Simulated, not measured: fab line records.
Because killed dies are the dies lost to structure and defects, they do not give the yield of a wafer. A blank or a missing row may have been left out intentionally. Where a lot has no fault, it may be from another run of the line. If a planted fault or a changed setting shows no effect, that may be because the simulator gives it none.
Which tool is to blame? :: flow berkeley-cmos170 :: Sampling: 14 lots, 42 wafers, 4 of 331 route steps

== WHAT EACH GAUGE READ, for each wafer ==
UCB170_SCREENOX_THK_MEAS_02.
lot: L926
measured: day 5 05:04
on: film-metro-03
SCREENOX_OXIDE_THK (nm): 14.53 14.55 14.52

lot: L928
measured: day 5 12:06
on: film-metro-03
SCREENOX_OXIDE_THK (nm): 14.07 14.00 14.49

lot: L927
measured: day 5 12:07
on: film-metro-02
SCREENOX_OXIDE_THK (nm): 14.63 14.52 14.54

lot: L929
measured: day 5 19:05
on: film-metro-03
SCREENOX_OXIDE_THK (nm): 13.85 13.88 13.89

lot: L931
measured: day 5 19:07
on: film-metro-04
SCREENOX_OXIDE_THK (nm): 14.45 14.43 14.45

lot: L933
measured: day 6 06:14
on: film-metro-04
SCREENOX_OXIDE_THK (nm): 14.39 14.30 14.29

lot: L935
measured: day 6 22:40
on: film-metro-03
SCREENOX_OXIDE_THK (nm): 14.20 14.48 14.49

lot: L934
measured: day 6 22:40
on: film-metro-02
SCREENOX_OXIDE_THK (nm): 14.20 14.19 14.10

lot: L936
measured: day 7 06:21
on: film-metro-02
SCREENOX_OXIDE_THK (nm): 14.24 14.13 14.12

lot: L937
measured: day 7 12:44
on: film-metro-04
SCREENOX_OXIDE_THK (nm): 14.49 14.61 14.32

lot: L940
measured: day 8 00:34
on: film-metro-03
SCREENOX_OXIDE_THK (nm): 14.16 14.25 14.35

lot: L938
measured: day 8 00:35
on: film-metro-04
SCREENOX_OXIDE_THK (nm): 14.20 13.90 14.13

lot: L947
measured: day 10 02:16
on: film-metro-03
SCREENOX_OXIDE_THK (nm): 14.68 14.52 14.50

lot: L948
measured: day 10 02:17
on: film-metro-04
SCREENOX_OXIDE_THK (nm): 14.22 14.21 14.17

UCB170_PSD_TW_MEAS_10.
lot: L926
measured: day 6 08:19
on: film-metro-03
PSD_TW: 2339 2330 2343

lot: L928
measured: day 6 16:21
on: film-metro-02
PSD_TW: 2317 2327 2326

lot: L927
measured: day 6 17:45
on: film-metro-03
PSD_TW: 2349 2334 2341

lot: L929
measured: day 6 23:01
on: film-metro-04
PSD_TW: 2340 2351 2358

lot: L931
measured: day 6 22:52
on: film-metro-03
PSD_TW: 2343 2340 2343

lot: L933
measured: day 7 16:10
on: film-metro-03
PSD_TW: 2328 2342 2334

lot: L935
measured: day 8 13:44
on: film-metro-02
PSD_TW: 2317 2303 2325

lot: L934
measured: day 8 14:01
on: film-metro-04
PSD_TW: 2346 2340 2364

lot: L936
measured: day 8 23:41
on: film-metro-03
PSD_TW: 2340 2326 2325

lot: L937
measured: day 8 23:56
on: film-metro-02
PSD_TW: 2308 2311 2327

lot: L940
measured: day 9 16:58
on: film-metro-02
PSD_TW: 2308 2313 2315

lot: L938
measured: day 9 16:37
on: film-metro-04
PSD_TW: 2341 2344 2346

lot: L947
measured: day 11 07:14
on: film-metro-02
PSD_TW: 2334 2334 2321

lot: L948
measured: day 11 07:30
on: film-metro-03
PSD_TW: 2337 2353 2357

UCB170_NSD_CD_MEAS_06: the cd target is 1200 nm.
lot: L926
measured: day 6 09:46
on: cd-sem-02
cd-nm (nm): 1199.5 1199.8 1199.4

lot: L928
measured: day 6 19:33
on: cd-sem-02
cd-nm (nm): 1200.6 1200.0 1200.7

lot: L927
measured: day 6 19:49
on: cd-sem-02
cd-nm (nm): 1200.9 1199.3 1200.1

lot: L929
measured: day 7 00:23
on: cd-sem-02
cd-nm (nm): 1201.8 1201.8 1200.9

lot: L931
measured: day 7 00:07
on: cd-sem-02
cd-nm (nm): 1199.5 1200.1 1199.6

lot: L933
measured: day 7 17:23
on: cd-sem-01
cd-nm (nm): 1200.5 1199.8 1201.1

lot: L935
measured: day 8 14:49
on: cd-sem-01
cd-nm (nm): 1201.4 1200.8 1201.6

lot: L934
measured: day 8 15:14
on: cd-sem-02
cd-nm (nm): 1200.9 1200.5 1201.1

lot: L936
measured: day 9 00:54
on: cd-sem-01
cd-nm (nm): 1200.3 1201.3 1199.7

lot: L937
measured: day 9 01:09
on: cd-sem-02
cd-nm (nm): 1200.3 1200.5 1199.1

lot: L940
measured: day 9 18:32
on: cd-sem-02
cd-nm (nm): 1202.9 1213.2 1212.0

lot: L938
measured: day 9 18:01
on: cd-sem-01
cd-nm (nm): 1203.2 1209.3 1215.0

lot: L947
measured: day 11 08:28
on: cd-sem-01
cd-nm (nm): 1198.4 1200.6 1200.2

lot: L948
measured: day 11 08:58
on: cd-sem-01
cd-nm (nm): 1201.9 1202.5 1203.2

== WHICH TOOL RAN EACH LOT (tool, then ch and the chambers of the sampled wafers, then the start) ==
lot: L926
UCB170_NSD_EXPOSE_03: krf-scanner-01 ch 0, day 6 09:16

lot: L928
UCB170_NSD_EXPOSE_03: krf-scanner-02 ch 0, day 6 19:05

lot: L927
UCB170_NSD_EXPOSE_03: krf-scanner-01 ch 0, day 6 19:20

lot: L929
UCB170_NSD_EXPOSE_03: krf-scanner-01 ch 0, day 6 23:58

lot: L931
UCB170_NSD_EXPOSE_03: krf-scanner-02 ch 0, day 6 23:43

lot: L933
UCB170_NSD_EXPOSE_03: krf-scanner-02 ch 0, day 7 16:59

lot: L935
UCB170_NSD_EXPOSE_03: krf-scanner-01 ch 0, day 8 14:26

lot: L934
UCB170_NSD_EXPOSE_03: krf-scanner-02 ch 0, day 8 14:50

lot: L936
UCB170_NSD_EXPOSE_03: krf-scanner-01 ch 0, day 9 00:31

lot: L937
UCB170_NSD_EXPOSE_03: krf-scanner-02 ch 0, day 9 00:45

lot: L940
UCB170_NSD_EXPOSE_03: krf-scanner-01 ch 0, day 9 17:59

lot: L938
UCB170_NSD_EXPOSE_03: krf-scanner-01 ch 0, day 9 17:32

lot: L947
UCB170_NSD_EXPOSE_03: krf-scanner-02 ch 0, day 11 08:03

lot: L948
UCB170_NSD_EXPOSE_03: krf-scanner-02 ch 0, day 11 08:34
- UCB170_NSD_EXPOSE_03: exposes mask NSELECT MOD, target cd 1200 nm.

== AS READ BY THE TOOLS THEMSELVES (means over the sampled wafers that have a number; for cases with no such wafer, the mark the record gives instead) ==
UCB170_NSD_EXPOSE_03.
lot: L926
tool: krf-scanner-01
reticle-temp-C (C): 23.00

lot: L928
tool: krf-scanner-02
reticle-temp-C (C): 22.98

lot: L927
tool: krf-scanner-01
reticle-temp-C (C): 22.78

lot: L929
tool: krf-scanner-01
reticle-temp-C (C): 23.10

lot: L931
tool: krf-scanner-02
reticle-temp-C (C): 22.95

lot: L933
tool: krf-scanner-02
reticle-temp-C (C): 22.88

lot: L935
tool: krf-scanner-01
reticle-temp-C (C): 23.09

lot: L934
tool: krf-scanner-02
reticle-temp-C (C): 23.03

lot: L936
tool: krf-scanner-01
reticle-temp-C (C): 22.82

lot: L937
tool: krf-scanner-02
reticle-temp-C (C): 22.90

lot: L940
tool: krf-scanner-01
reticle-temp-C (C): 22.98

lot: L938
tool: krf-scanner-01
reticle-temp-C (C): 22.95

lot: L947
tool: krf-scanner-02
reticle-temp-C (C): 22.89

lot: L948
tool: krf-scanner-02
reticle-temp-C (C): 22.94

== THE ANSWER, worked out from the rows above alone ==
Rule: the lots themselves supply what counts as usual. The widest of any qualifying gaps counts: lots, ordered by their means at a reading, are off when they make up no more than a third of the lots, leave a main group of 4 or more, and stand apart from it by 3 or more times the standard deviation of that group's means. A main group whose means are all the same, to the digits that the tables above print for the reading, isn't used. Also off: a lot with no number at a reading for which 4 or more lots have one. The other lots that the step has rows for count as sound. First the gauges in route order, then the tools' own readings, where a lot's mean is used as printed above. At the first step where some lot is off, the reading lying furthest off is the one used; lots without a number count as furthest.
Off: L940, L938, at UCB170_NSD_CD_MEAS_06 (cd-nm). Mean 1200.5 nm and standard deviation 0.83 in the main group.
A tool fits if, at a process step before that reading, it ran every lot that is off, and no sound lot after the first of them. Those tools and the gauges at UCB170_NSD_CD_MEAS_06 are tried in the same way. One fits: krf-scanner-01 at UCB170_NSD_EXPOSE_03. A fault onset in the window from L936 (day 9 00:31, its last sound lot) to L938 (day 9 17:32, its first lot off) fits.

== WHAT THE SIMULATOR PUT IN ==
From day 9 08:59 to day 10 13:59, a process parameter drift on krf-scanner-01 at UCB170_NSD_EXPOSE_03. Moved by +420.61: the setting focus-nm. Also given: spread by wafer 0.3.
Struck lots among those shown: L940, L938. The rule above found the same.
